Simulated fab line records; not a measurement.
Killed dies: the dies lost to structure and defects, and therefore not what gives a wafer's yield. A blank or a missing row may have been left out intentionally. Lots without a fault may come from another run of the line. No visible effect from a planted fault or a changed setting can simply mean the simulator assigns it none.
Split-lot study | flow rit_cmos | 5 lots, 23 wafers read, on a route of 202 steps

== ON THE SPLIT ==
At RIT_NSD_IMPLANT_08, the setting energy_kev was moved away from the recipe's 25 on 10 of the 23 wafers read, by -4.2% to +2.8%. All remaining wafers had this setting at the recipe value.

The split's own step is where the reading is taken.

== THE READING ==
In nm, at RIT_NSD_IMPLANT_08: implant.drp_nm, which is the simulator's own figure and was read by no gauge. The file gives no usual value for it.

wafer  | tool, chamber at the split | energy_kev as run | against the recipe | implant.drp_nm, nm | against lot-mates on the recipe
L074.1 | implanter-01, 0            | 25                | recipe             | 14.84              | -
L074.2 | implanter-01, 0            | 25                | recipe             | 14.84              | -
L074.6 | implanter-01, 0            | 25                | recipe             | 14.84              | -
L074.3 | implanter-01, 0            | 23.95             | -4.2%              | 14.46              | -0.38
L074.4 | implanter-01, 0            | 23.95             | -4.2%              | 14.46              | -0.38
L079.1 | implanter-04, 0            | 25.71             | +2.8%              | 15.09              | +0.25
L079.4 | implanter-04, 0            | 25.71             | +2.8%              | 15.09              | +0.25
L079.5 | implanter-04, 0            | 25.71             | +2.8%              | 15.09              | +0.25
L079.2 | implanter-04, 0            | 25                | recipe             | 14.84              | -
L079.6 | implanter-04, 0            | 25                | recipe             | 14.84              | -
L080.2 | implanter-02, 0            | 25                | recipe             | 14.84              | -
L080.6 | implanter-02, 0            | 25                | recipe             | 14.84              | -
L080.3 | implanter-02, 0            | 24.29             | -2.8%              | 14.58              | -0.26
L080.4 | implanter-02, 0            | 24.29             | -2.8%              | 14.58              | -0.26
L080.5 | implanter-02, 0            | 24.29             | -2.8%              | 14.58              | -0.26
L082.1 | implanter-01, 0            | 25                | recipe             | 14.84              | -
L082.2 | implanter-01, 0            | 25                | recipe             | 14.84              | -
L082.4 | implanter-01, 0            | 25                | recipe             | 14.84              | -
L082.5 | implanter-01, 0            | 24.25             | -3.0%              | 14.57              | -0.27
L082.6 | implanter-01, 0            | 24.25             | -3.0%              | 14.57              | -0.27
L085.1 | implanter-02, 0            | 25                | recipe             | 14.84              | -
L085.3 | implanter-02, 0            | 25                | recipe             | 14.84              | -
L085.4 | implanter-02, 0            | 25                | recipe             | 14.84              | -

THE FIT
A straight line over all 23 wafers: implant.drp_nm changes by +0.0898 nm for each +1% of energy_kev; r = +1.00; the points scatter about the line by 0.0023 nm.
The same after taking each lot's own level away (the mean of its wafers on the recipe; 23 wafers): +0.0898 nm for each +1%; r = +1.00; scatter 0.0023 nm.
That fit puts the effect of the largest move of energy_kev on the reading at 0.38 nm.
The lots' own levels span 14.840 to 14.840 nm.
Hence the lot-to-lot level has little effect on the slope; both slopes agree.
Check: for one of the wafers moved furthest among these (-4.2%), held out of the fit, the line's prediction against its lot-mates is -0.379 nm. Against them it came out at -0.38 nm.

== THE OTHER SPLITS THESE WAFERS WENT THROUGH ==
Note: prior to the reading, these wafers also went through further splits. Each is held against what the fit with the lots' levels taken away leaves over:
other split on the same wafers     | wafers away from the commonest value | r with implant.drp_nm (lot level and that fit taken away)
RIT_PRETRO_SOFTBAKE_02 time_s      | 9                                    | -0.04
RIT_GATE_COAT_11 resist_thk_nm     | 9                                    | -0.32
RIT_GATE_DEVELOP_15 develop_time_s | 11                                   | -0.26
RIT_NLDD_IMPLANT_08 dose_cm2       | 8                                    | -0.03
RIT_SPACER_CVD_03 time_s           | 15                                   | -0.42

== THE WHOLE CHAIN: every reading that the file lists as answering this split, in the file's order ==
step               | what it does | reading                                                         | change (the file's fit)                | r (the file's)
RIT_NSD_IMPLANT_08 |              | implant.rp_nm (the simulator's own value, which no gauge read)  | +0.217 nm for each +1% of the setting  | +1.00
RIT_NSD_IMPLANT_08 |              | implant.drp_nm (the simulator's own value, which no gauge read) | +0.0899 nm for each +1% of the setting | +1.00

== FILE'S OWN FIT ==
implant.drp_nm changes by +0.0899 nm for each +1% of energy_kev, r = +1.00.
